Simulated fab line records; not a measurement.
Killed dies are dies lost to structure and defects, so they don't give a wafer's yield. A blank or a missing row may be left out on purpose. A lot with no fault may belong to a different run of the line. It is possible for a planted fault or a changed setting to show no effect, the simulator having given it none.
8D (eight disciplines) problem report, filled in by code | flow berkeley-cmos170 | the parts of the form that need people (team, actions taken, sign-off) are left out

== 1. WHAT IS WRONG ==
Wafers without a fault read 21.99 s, standard deviation 0.054; strip-time-to-endpoint-s at UCB170_M2_STRIP_07 reads a mean of 22.30 s on 6 wafers belonging to 2 lots. Measured from the usual mean, that is +5.8 standard deviations.
The step: strips in O2.
The first sign was on wafer L405.1 at day 9 09:45, on plasma-asher-04. At this step, 42 wafers from 14 lots have a number in the record. The rule behind "out" and "out of limits": a value lying over 4 standard deviations away from the usual mean. All remaining wafers that have a number are taken as sound.

== 2. WHAT IT IS AND WHAT IT IS NOT ==
question                    | is                       | is not
which readings at this step | strip-time-to-endpoint-s | drypump-motor-current-A, oes-product-au
which lots                  | L405, L408               | L396, L397, L398, L401, L409, L410, L411, L412, L413, L415, L418, L419
which wafers of those lots  | all that have a number   | -
read on which tools         | plasma-asher-04          | plasma-asher-01, plasma-asher-03
when                        | from day 9 09:45         | up to then (12 sound wafers); but 24 sound wafers of L409, L410, L411, L412, L413, L415, L418, L419 came after

== 3. WHAT RULES OUT EACH SUSPECT ==
Counting: a tool stays on the suspect list if, at a process step up to the reading, it processed all lots that are out and no sound lot following the first of them.
- plasma-asher-01 at UCB170_GATE_STRIP_16 (strips in O2): ruled out as a lasting fault. Sound lots L419 ran on it after its first lot that is out, L405 (day 8 02:30).
- litho-track-02 at UCB170_M2_COAT_05 (resist thk 900 nm): ruled out as a lasting fault. Sound lots L419 ran on it after its first lot that is out, L405 (day 9 09:27).
- plasma-asher-04 at UCB170_M2_STRIP_07 (strips in O2): ruled out as a lasting fault. Sound lots L412, L418 ran on it after its first lot that is out, L405 (day 9 09:45).
Left after counting: nothing in the record.

== 4. THE CAUSE (what the simulator had put in) ==
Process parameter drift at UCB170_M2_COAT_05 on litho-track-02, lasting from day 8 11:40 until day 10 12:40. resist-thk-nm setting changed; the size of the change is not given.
It was ruled out by counting, in error; the rule expects a fault to strike all lots run on its tool from its start on, and this fault did not.

== 5. SEQUENCE OF EFFECTS, ordered by route ==
Each row: a reading whose mean over the struck wafers that have a number lies more than 3 standard deviations from the usual. Scope: only readings with a usual standard deviation given in the record; hours: median across lots of the time from each lot's start at the first step in this table that gives one to its start at this step; sigmas: change in usual standard deviations.
hours | step               | reading                  | usual   | on struck wafers | change | sigmas
0     | UCB170_M2_STRIP_07 | strip-time-to-endpoint-s | 21.99 s | 22.30            | +0.32  | +5.8
Here are the process steps it includes:
- UCB170_M2_STRIP_07: strips in O2.
At these later measuring or inspecting steps, every struck wafer for which the step has a row has a number for every such reading, and none has moved that far: UCB170_V2_CD_MEAS_90.

== 6. WHAT WOULD HAVE CAUGHT IT SOONER ==
22 hours passed between the start of the fault at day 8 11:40 and the first reading out of limits in this record, taken at day 9 09:45.
